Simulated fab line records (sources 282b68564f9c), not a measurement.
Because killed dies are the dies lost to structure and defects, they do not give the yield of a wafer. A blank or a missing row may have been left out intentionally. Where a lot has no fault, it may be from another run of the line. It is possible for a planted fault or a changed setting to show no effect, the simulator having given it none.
The tool behind it: which one? / flow ritCmos / 21 wafers from 7 lots sampled at 3 of the route's 202 steps

WHAT EACH GAUGE READ, for each wafer
RIT_NLDD_TW_MEAS_10.
lot=L631; measured=day 3 08:14; on=filmMetro-03; NLDD_TW=2518 2525 2508
lot=L633; measured=day 3 21:54; on=filmMetro-04; NLDD_TW=2468 2477 2486
lot=L635; measured=day 4 06:13; on=filmMetro-03; NLDD_TW=2524 2517 2520
lot=L637; measured=day 4 11:51; on=filmMetro-04; NLDD_TW=2483 2496 2488
lot=L639; measured=day 5 02:25; on=filmMetro-01; NLDD_TW=2486 2481 2492
lot=L646; measured=day 6 20:12; on=filmMetro-01; NLDD_TW=2328 2337 2336
lot=L651; measured=day 8 07:52; on=filmMetro-04; NLDD_TW=2500 2496 2495

WHICH TOOL RAN EACH LOT (tool, then ch and the chambers of the sampled wafers, then the start)
lot=L631; RIT_GATE_ETCH_19=rieSi-02 ch 2,3, day 3 01:53; RIT_NLDD_IMPLANT_08=implanter-01 ch 0, day 3 07:56
lot=L633; RIT_GATE_ETCH_19=rieSi-02 ch 0,2, day 3 15:28; RIT_NLDD_IMPLANT_08=implanter-02 ch 0, day 3 21:35
lot=L635; RIT_GATE_ETCH_19=rieSi-02 ch 0,3, day 3 23:31; RIT_NLDD_IMPLANT_08=implanter-01 ch 0, day 4 05:53
lot=L637; RIT_GATE_ETCH_19=rieSi-02 ch 0,2, day 4 06:15; RIT_NLDD_IMPLANT_08=implanter-01 ch 0, day 4 11:32
lot=L639; RIT_GATE_ETCH_19=rieSi-02 ch 0,3, day 4 20:47; RIT_NLDD_IMPLANT_08=implanter-01 ch 0, day 5 02:07
lot=L646; RIT_GATE_ETCH_19=rieSi-02 ch 2,3, day 6 13:00; RIT_NLDD_IMPLANT_08=implanter-02 ch 0, day 6 19:53
lot=L651; RIT_GATE_ETCH_19=rieSi-01 ch 1,2, day 7 23:00; RIT_NLDD_IMPLANT_08=implanter-01 ch 0, day 8 07:32
- RIT_GATE_ETCH_19: etches poly-Si in SF6/CHF3/O2, stops on SiO2, time 165 s, target depth 312.5 nm.
- RIT_NLDD_IMPLANT_08

THE ANSWER, worked out from the rows above alone
Rule: what is usual is taken from the lots themselves. Put in order of their means at a reading, lots are off if they are a third of the lots or fewer, leave a main group of 4 or more, and stand apart from it by a gap of 3 or more times the standard deviation of the main group's means; of several such gaps the widest counts. The tables above print the reading to a certain number of digits; a main group whose means all agree to those digits is not used. A lot without any number at a reading at which 4 lots or more have one is off too. All remaining lots with rows at the step are treated as sound.
Off: L646, at RIT_NLDD_TW_MEAS_10 (NLDD_TW). For the main group the mean is 2498 and the standard deviation 16.
A tool fits if, at a process step before that reading, it ran every lot that is off, and no sound lot after the first of them. Gauges at RIT_NLDD_TW_MEAS_10: tried the same way as those tools. Can't be told from this: 3 tools fit, rieSi-02 at RIT_GATE_ETCH_19, implanter-02 at RIT_NLDD_IMPLANT_08, filmMetro-01 at RIT_NLDD_TW_MEAS_10.

WHAT THE SIMULATOR HAD INSERTED
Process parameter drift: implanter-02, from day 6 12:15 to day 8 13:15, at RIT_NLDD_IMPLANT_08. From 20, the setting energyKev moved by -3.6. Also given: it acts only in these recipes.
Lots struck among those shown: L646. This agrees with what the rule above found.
